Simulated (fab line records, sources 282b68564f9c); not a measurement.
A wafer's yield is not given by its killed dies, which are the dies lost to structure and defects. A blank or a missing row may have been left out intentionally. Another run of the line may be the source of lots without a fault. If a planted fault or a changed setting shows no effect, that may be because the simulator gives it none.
fab line records	flow ritCmos
record: lots: 13	wafers: 39	lastDay: 7
route steps=202 shown ACTIVE@4
lots with no fault: from the same line, run without faults
startH: hours from the record's opening day to when the first of the lot's shown wafers began	waitH: hours since the lot's step before	" repeats the value in the row above	L1.1+2: several wafers, shown together as one row	- no value present, or no start provided	* or withheld: withheld	< > ~ a bound
route shown NAME@n: a module of which the file shows steps, and the number in the route of the first	usual: mean and standard deviation over wafers with no fault	same: alike in all rows	chamber/n: place in a boat	sites: each site's reading	_std_site: standard deviation of those values	_edge_site: outer sites' mean less inner sites'	radiusMm: for every site, how far away it sits from the centre of the wafer	mask NAME#n: copy n	behind: the most recent tool/chamber to have shaped the wafer	hold: why the lot went on hold/how many hours it stayed there/how the hold came to an end	device: names the non-switching transistor (n, p or np)	end of line: the tests these same wafers got at the end of their route	a step given without rows: its recipe and nothing more	killed: dies that structure and defects cost at the first sort, which is not the same as the wafer's yield	map: a wafer's dies, x killed, . not, _ none there
set.NAME: the setting as run; set.NAME@STEP: as run at that earlier step	model.NAME: the simulator's own value behind a step, which no gauge read
route steps across a sampled set of lots; one table per step, one row per wafer
services: when a tool's chamber went out of use (startH, in hours from the record's first day, below 0 if earlier), for how many hours, and the reason
== steps ==
step: RIT_ACTIVE_CVD_03
recipe: material: Si3N4	targetThkNm: 150	tempC: 810	precursor: SiH2Cl2/NH3	timeS: 1500	pressureMtorr: 300	sih2cl2FlowSccm: 60	nh3FlowSccm: 150
usual: zonePowerCentrePct: 41/3.2
lot.wafer	tool	chamber	startH	waitH	zonePowerCentrePct
L207.1	lpcvd-01	1	12.11	0.1	41
L207.2	"	1	"	"	41
L207.4	"	1	"	"	41
L208.1	lpcvd-02	0	17.11	0.1	46
L208.2	"	0	"	"	46
L208.6	"	0	"	"	46
L209.2	lpcvd-02	1	22.13	0.0	37
L209.4	"	1	"	"	38
L209.6	"	1	"	"	38
L210.1	lpcvd-02	1	27.11	0.1	38
L210.4	"	1	"	"	38
L210.6	"	1	"	"	38
L213.1	lpcvd-01	1	42.39	0.1	41
L213.3	"	1	"	"	41
L213.6	"	1	"	"	41
L214.1	lpcvd-01	1	48.23	0.1	41
L214.2	"	1	"	"	41
L214.3	"	1	"	"	40
L215.2	lpcvd-01	1	52.11	0.0	41
L215.5	"	1	"	"	41
L215.6	"	1	"	"	41
L220.2	lpcvd-01	1	79.41	0.0	40
L220.5	"	1	"	"	40
L220.6	"	1	"	"	41
L225.3	lpcvd-02	0	103.34	0.0	46
L225.4	"	0	"	"	47
L225.6	"	0	"	"	47
L227.1	lpcvd-02	1	112.49	0.1	38
L227.3	"	1	"	"	37
L227.6	"	1	"	"	37
L228.3	lpcvd-01	0	117.21	0.0	39
L228.4	"	0	"	"	40
L228.6	"	0	"	"	39
L229.1	lpcvd-02	1	123.22	0.1	37
L229.3	"	1	"	"	38
L229.4	"	1	"	"	37
L230.1	lpcvd-02	0	127.70	0.1	47
L230.4	"	0	"	"	47
L230.5	"	0	"	"	46
step: RIT_ACTIVE_THK_MEAS_04
recipe: reads: Si3N4_of_ACTIVE_CVD_03
usual: ACTIVE_NITRIDE_THK: 150.2/1.4
lot.wafer	tool	chamber	startH	waitH	ACTIVE_NITRIDE_THK[nm]
L207.1	filmMetro-02	-	13.53	0.0	149.7
L207.2	"	-	"	"	149.3
L207.4	"	-	"	"	150.1
L208.1	filmMetro-01	-	18.53	0.0	150.9
L208.2	"	-	"	"	150.9
L208.6	"	-	"	"	151.5
L209.2	filmMetro-02	-	23.56	0.0	149.5
L209.4	"	-	"	"	152.3
L209.6	"	-	"	"	151.5
L210.1	filmMetro-01	-	28.53	0.0	185.6
L210.4	"	-	"	"	186.6
L210.6	"	-	"	"	187.3
L213.1	filmMetro-01	-	43.81	0.0	151.0
L213.3	"	-	"	"	151.9
L213.6	"	-	"	"	150.7
L214.1	filmMetro-01	-	49.65	0.0	148.8
L214.2	"	-	"	"	147.6
L214.3	"	-	"	"	147.2
L215.2	filmMetro-02	-	54.25	0.0	150.7
L215.5	"	-	"	"	149.0
L215.6	"	-	"	"	150.3
L220.2	filmMetro-02	-	80.84	0.0	151.6
L220.5	"	-	"	"	152.5
L220.6	"	-	"	"	151.7
L225.3	filmMetro-04	-	104.78	0.0	152.0
L225.4	"	-	"	"	151.7
L225.6	"	-	"	"	151.8
L227.1	filmMetro-04	-	114.61	0.0	151.9
L227.3	"	-	"	"	151.6
L227.6	"	-	"	"	152.5
L228.3	filmMetro-04	-	118.65	0.0	148.7
L228.4	"	-	"	"	148.7
L228.6	"	-	"	"	149.1
L229.1	filmMetro-04	-	124.64	0.0	149.0
L229.3	"	-	"	"	150.0
L229.4	"	-	"	"	150.5
L230.1	filmMetro-01	-	129.12	0.0	150.0
L230.4	"	-	"	"	151.2
L230.5	"	-	"	"	151.0
step: RIT_ACTIVE_ETCH_13
recipe: stopOn: SiO2	chemistry: SF6	target: Si3N4	timeS: 210	overEtchFrac: 0.4	SF6_flow_sccm: 200	pressureMtorr: 260	rfW: 125	targetDepthA: 2100
usual: drypumpMotorCurrentA: 5.75/0.3	oesProductAu: 0.820/0.015	throttleValvePct: 7.54/0.097
lot.wafer	tool	chamber	startH	waitH	drypumpMotorCurrentA	oesProductAu	rfHoursCounterH	throttleValvePct
L207.1	rieDiel-02	3	14.71	0.1	5.52	0.850	2	7.55
L207.2	"	2	"	"	5.47	0.801	118	7.63
L207.4	"	1	"	"	5.81	0.813	-	7.66
L208.1	rieDiel-02	3	19.83	0.1	5.50	0.853	2	7.56
L208.2	"	2	"	"	5.54	0.817	118	7.65
L208.6	"	1	"	"	5.81	0.822	-	7.67
L209.2	rieDiel-02	1	24.73	0.1	5.79	0.813	87	7.66
L209.4	"	2	"	"	5.50	0.812	-	7.63
L209.6	"	1	"	"	5.81	0.823	-	7.65
L210.1	rieDiel-02	2	29.71	0.1	5.49	0.910	118	7.64
L210.4	"	1	"	"	5.80	0.917	87	7.65
L210.6	"	0	"	"	6.27	0.915	-	7.54
L213.1	rieDiel-02	0	45.11	0.1	6.29	0.811	0	7.54
L213.3	"	3	"	"	5.51	0.859	3	7.56
L213.6	"	3	"	"	5.52	0.849	-	7.57
L214.1	rieDiel-02	1	50.87	0.1	5.85	0.801	87	7.64
L214.2	"	3	"	"	5.51	0.841	3	7.57
L214.3	"	2	"	"	5.50	0.802	119	7.62
L215.2	rieDiel-04	3	55.42	0.1	5.76	0.811	67	7.61
L215.5	"	3	"	"	5.74	0.809	-	7.60
L215.6	"	2	"	"	5.83	0.820	-	7.46
L220.2	rieDiel-02	0	82.01	0.1	6.32	0.804	1	7.54
L220.5	"	3	"	"	5.50	0.855	-	7.57
L220.6	"	2	"	"	5.52	0.812	-	7.64
L225.3	rieDiel-02	2	106.06	0.1	5.52	0.814	119	7.64
L225.4	"	0	"	"	6.30	0.805	1	7.54
L225.6	"	3	"	"	5.53	0.853	-	7.54
L227.1	rieDiel-03	0	115.79	0.1	5.81	0.823	49	7.47
L227.3	"	2	"	"	5.85	0.836	7	7.51
L227.6	"	0	"	"	5.85	0.829	-	7.47
L228.3	rieDiel-02	3	119.81	0.1	5.50	0.847	4	7.55
L228.4	"	2	"	"	5.49	0.803	120	7.65
L228.6	"	1	"	"	5.77	0.815	-	7.65
L229.1	rieDiel-04	2	126.08	0.1	5.85	0.817	13	7.44
L229.3	"	0	"	"	6.16	0.814	2	7.31
L229.4	"	1	"	"	5.26	0.822	152	7.49
L230.1	rieDiel-04	3	130.42	0.1	5.76	0.808	69	7.57
L230.4	"	2	"	"	5.83	0.820	13	7.44
L230.5	"	2	"	"	5.83	0.820	-	7.44
== services ==
tool	chamber	startH	hours	kind
rieDiel-04	2	-4.70	4.6	repair
rieDiel-04	0	-0.14	-	clean
rieDiel-04	0	-0.14	25.6	scheduledDown
rieDiel-04	0	-0.14	25.6	ventCycle
rieDiel-02	0	3.05	-	clean
rieDiel-02	0	3.05	23.0	scheduledDown
rieDiel-02	0	3.05	23.0	ventCycle
rieDiel-04	-	19.27	0.8	repair
rieDiel-03	0	46.53	12.1	repair
rieDiel-04	2	81.18	1.7	repair
rieDiel-02	0	90.66	1.9	repair
rieDiel-03	1	105.81	-	clean
rieDiel-03	1	105.81	32.3	scheduledDown
rieDiel-03	1	105.81	32.3	ventCycle
== key ==
firstSign: step: RIT_ACTIVE_THK_MEAS_04	reading: ACTIVE_NITRIDE_THK	direction: up	sigmas: 26	usual: 150.2	struck: 186.5
effect: step: RIT_ACTIVE_ETCH_13	reading: oesProductAu	direction: up	sigmas: 6.2	usual: 0.820	struck: 0.914
metAt RIT_ACTIVE_CVD_03
struckLots L210
struckWafers L210.1,L210.4,L210.6
testerLeftOut L210
onsetBetween 22.13 27.11
fault: kind: processParameterDrift	tool: lpcvd-02	chamber: 1	onsetH: 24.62	steps: RIT_ACTIVE_CVD_03	channel: targetThkNm	offset: 37.5	shape: step	endH: 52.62	actsIn: theseRecipesOnly	stated: 150
testerLeftOut: of these lots the tester's yield and bins aren't shown, on N5 and GAA mostly nor the transistor test; their killed dies are dies lost to structure and defects alone, not to doping, threshold or leakage, so they don't give the yield
